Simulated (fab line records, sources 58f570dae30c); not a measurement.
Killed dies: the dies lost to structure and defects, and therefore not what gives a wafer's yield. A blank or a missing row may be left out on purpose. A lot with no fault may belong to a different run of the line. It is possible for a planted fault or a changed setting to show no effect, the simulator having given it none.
2 desks, one fault / flow berkeley_cmos170 / every desk sees just its own numbers, and what lay behind them comes last

== THE TOOL OWNER'S DESK: implanter-04 ==
UCB170_NSD_IMPLANT_08, tool's own readings: per-lot mean of the sampled wafers with a number, covering each lot this tool ran. A lot is out of limits, marked OUT, if its mean lies more than 4 standard deviations from the usual mean; the brackets give that distance.
Columns: A = beam_on_s at UCB170_NSD_IMPLANT_08, usual 10.01 s; B = dose_ions_cm2 at UCB170_NSD_IMPLANT_08, usual 3e+15; C = end_station_pressure_torr at UCB170_NSD_IMPLANT_08, usual 1.26e-05 Torr; D = faraday_current_uA at UCB170_NSD_IMPLANT_08, usual 9251
lot=L602; first seen here=day 8 11:43; A=10.02; B=3e+15; C=1.30e-05; D=9255
lot=L604; first seen here=day 8 21:21; A=9.92; B=3e+15; C=1.28e-05; D=9363
lot=L603; first seen here=day 8 21:54; A=9.89; B=3e+15; C=1.27e-05; D=9369
lot=L606; first seen here=day 9 15:25; A=12.94 (+13) OUT; B=5e+15 (+99 or more) OUT; C=1.44e-05; D=11920 (+13) OUT
lot=L611; first seen here=day 10 06:59; A=12.85 (+13) OUT; B=5e+15 (+99 or more) OUT; C=1.42e-05; D=12033 (+14) OUT
This desk's finding: out of limits on L606, L611; first on L606, day 9 15:25 (beam_on_s at UCB170_NSD_IMPLANT_08). Within limits: L602, L604, L603.

== METROLOGY DESK ==
Lot by lot, what the gauges showed, no matter which tool ran the lot: averages of those sampled wafers that carry a number. A lot is out of limits, marked OUT, if its mean lies more than 4 standard deviations from the usual mean; the brackets give that distance.
Columns: A = PLDD_OVL at UCB170_PLDD_OVL_MEAS_07, usual 0 nm; B = SPACER_TEOS_THK at UCB170_SPACER_THK_MEAS_01, usual 376 nm; C = NSD_TW at UCB170_NSD_TW_MEAS_10, usual 4168; D = NSD_RS at UCB170_SDANNEAL_RS_MEAS_03, usual 37.33 ohm/sq
lot=L599; first seen here=day 7 04:14; A=-1; B=377; C=4165; D=37.31
lot=L601; first seen here=day 8 00:25; A=-7; B=379; C=4199; D=37.38
lot=L602; first seen here=day 8 00:48; A=-0; B=376; C=4156; D=37.38
lot=L604; first seen here=day 8 06:55; A=-5; B=377; C=4135; D=37.35
lot=L603; first seen here=day 8 07:16; A=-1; B=380; C=4164; D=37.20
lot=L605; first seen here=day 8 08:04; A=1; B=373; C=4170; D=37.30
lot=L606; first seen here=day 9 01:47; A=6; B=373; C=4286; D=31.26 (-77) OUT
lot=L609; first seen here=day 9 15:56; A=-7; B=377; C=4223; D=37.37
lot=L611; first seen here=day 9 19:53; A=2; B=374; C=4338 (+4.5) OUT; D=31.27 (-77) OUT
lot=L613; first seen here=day 10 11:52; A=-6; B=373; C=4135; D=37.23
lot=L615; first seen here=day 11 08:54; A=6; B=376; C=4228; D=37.38
lot=L619; first seen here=day 11 16:34; A=-5; B=375; C=4144; D=37.39
lot=L621; first seen here=day 11 18:05; A=-1; B=374; C=4126; D=37.28
lot=L617; first seen here=day 11 22:47; A=-3; B=378; C=4131; D=37.28
This desk's result: L606, L611 out of limits, first on L606 (NSD_RS at UCB170_SDANNEAL_RS_MEAS_03), day 9 17:22. Within limits: L599, L601, L602, L604, L603, L605, L609, L613, L615, L619, L621, L617.

== TAKEN TOGETHER ==
On L606, L611, at day 9 15:25, an alarm was possible from the tool owner's desk.
An alarm was possible from the metrology desk at day 9 17:22, on L606, L611.
Of the lots named, all ran UCB170_NSD_IMPLANT_08 on implanter-04.

== WHAT WAS PUT IN BY THE SIMULATOR ==
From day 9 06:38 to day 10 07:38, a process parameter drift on implanter-04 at UCB170_NSD_IMPLANT_08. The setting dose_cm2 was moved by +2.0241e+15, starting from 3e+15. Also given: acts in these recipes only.
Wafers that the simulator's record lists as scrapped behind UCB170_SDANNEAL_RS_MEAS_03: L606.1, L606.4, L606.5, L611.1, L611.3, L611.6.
Lots struck among those shown: L606, L611.
Counting hours from when the fault started, the first reading out of limits came at 9 for the tool owner's desk and at 11 for the metrology desk.
